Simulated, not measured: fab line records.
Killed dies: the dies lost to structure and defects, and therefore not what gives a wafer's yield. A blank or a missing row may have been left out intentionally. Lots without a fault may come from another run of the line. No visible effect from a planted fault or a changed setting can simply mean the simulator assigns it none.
Split-lot experiment -- flow berkeley-cmos170 -- 23 wafers read from 5 lots, route of 331 steps

THE SPLIT
At UCB170_SDANNEAL_RTA_01 (time 5 s), the setting time-s was moved away from the recipe's 5 s on 10 of the 23 wafers read, by +9.6% to +14.5%. All remaining wafers had this setting at the recipe value.

FROM THE SPLIT ON TO THE READING: in between, the file shows 1 step
- UCB170_SDANNEAL_RS_MEAS_02: measures by four-point-probe

THE READING
Measured at UCB170_SDANNEAL_RS_MEAS_03 by four-point probe: NSD_RS, in ohm/sq. Fault-free wafers of this fab line usually give 37.01 ohm/sq, standard deviation 0.096 ohm/sq.

wafer,"tool, chamber at the split","time-s as run, s",against the recipe,"NSD_RS, ohm/sq",against lot-mates on the recipe
L080.1,"rtp-anneal-01, 0",5.651,+13.0%,36.74,-0.31
L080.2,"rtp-anneal-01, 0",5,recipe,37.12,-
L080.3,"rtp-anneal-01, 0",5.651,+13.0%,36.74,-0.31
L080.5,"rtp-anneal-01, 0",5,recipe,36.94,-
L080.6,"rtp-anneal-01, 0",5,recipe,37.09,-
L078.1,"rtp-anneal-02, 0",5.551,+11.0%,36.75,-0.19
L078.2,"rtp-anneal-02, 0",5.551,+11.0%,36.78,-0.16
L078.4,"rtp-anneal-02, 0",5.551,+11.0%,36.63,-0.31
L078.5,"rtp-anneal-02, 0",5,recipe,36.88,-
L078.6,"rtp-anneal-02, 0",5,recipe,37.00,-
L077.1,"rtp-anneal-01, 0",5,recipe,36.96,-
L077.3,"rtp-anneal-01, 0",5.725,+14.5%,36.51,-0.47
L077.4,"rtp-anneal-01, 0",5,recipe,36.97,-
L077.5,"rtp-anneal-01, 0",5,recipe,37.01,-
L077.6,"rtp-anneal-01, 0",5.725,+14.5%,36.60,-0.38
L082.1,"rtp-anneal-02, 0",5,recipe,37.22,-
L082.3,"rtp-anneal-02, 0",5.481,+9.6%,36.90,-0.31
L082.4,"rtp-anneal-02, 0",5.481,+9.6%,36.94,-0.27
L082.5,"rtp-anneal-02, 0",5.481,+9.6%,36.88,-0.33
L082.6,"rtp-anneal-02, 0",5,recipe,37.20,-
L085.1,"rtp-anneal-01, 0",5,recipe,36.96,-
L085.3,"rtp-anneal-01, 0",5,recipe,36.99,-
L085.5,"rtp-anneal-01, 0",5,recipe,36.94,-

THE FIT
A straight line over all 23 wafers: NSD_RS changes by -0.025 ohm/sq for each +1% of time-s; r = -0.83; the points scatter about the line by 0.1 ohm/sq.
The same after taking each lot's own level away (the mean of its wafers on the recipe; 23 wafers): -0.026 ohm/sq for each +1%; r = -0.94; scatter 0.06 ohm/sq.
The reading moves by 0.38 ohm/sq for the largest change in time-s, on that fit.
Across the lots, their own levels run from 36.940 to 37.210 ohm/sq, a range of 2.8 times the standard deviation given above.
Hence the lot-to-lot level has little effect on the slope; both slopes agree.
Check: with one of the wafers moved furthest among these (+14.5%) left out of the fit, the line predicts -0.36 ohm/sq for it against its lot-mates. Against them it came out at -0.47 ohm/sq.

FURTHER SPLITS ON THESE WAFERS
These wafers also went through other splits before the reading. Each is held against what the fit with the lots' levels taken away leaves over:
other split on the same wafers,wafers away from the commonest value,r with NSD_RS (lot level and that fit taken away)
UCB170_PSD_IMPLANT_08 dose-cm2,5,-0.23
UCB170_NSD_COAT_01 resist-thk-nm,4,-0.61

THE WHOLE CHAIN: every reading that the file lists as answering this split, in the file's order
step,what it does,reading,change (the file's fit),r (the file's)
UCB170_SDANNEAL_RS_MEAS_03,measures by four-point-probe,NSD_RS,-0.026 for each +1% of the setting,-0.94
UCB170_SDANNEAL_RS_MEAS_02,measures by four-point-probe,PSD_RS,"-0.156 for each +1% of the setting, in a fit together with dose-cm2@PSD_IMPLANT_08",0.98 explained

FILE'S OWN FIT
NSD_RS changes by -0.026 ohm/sq for each +1% of time-s, r = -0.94.
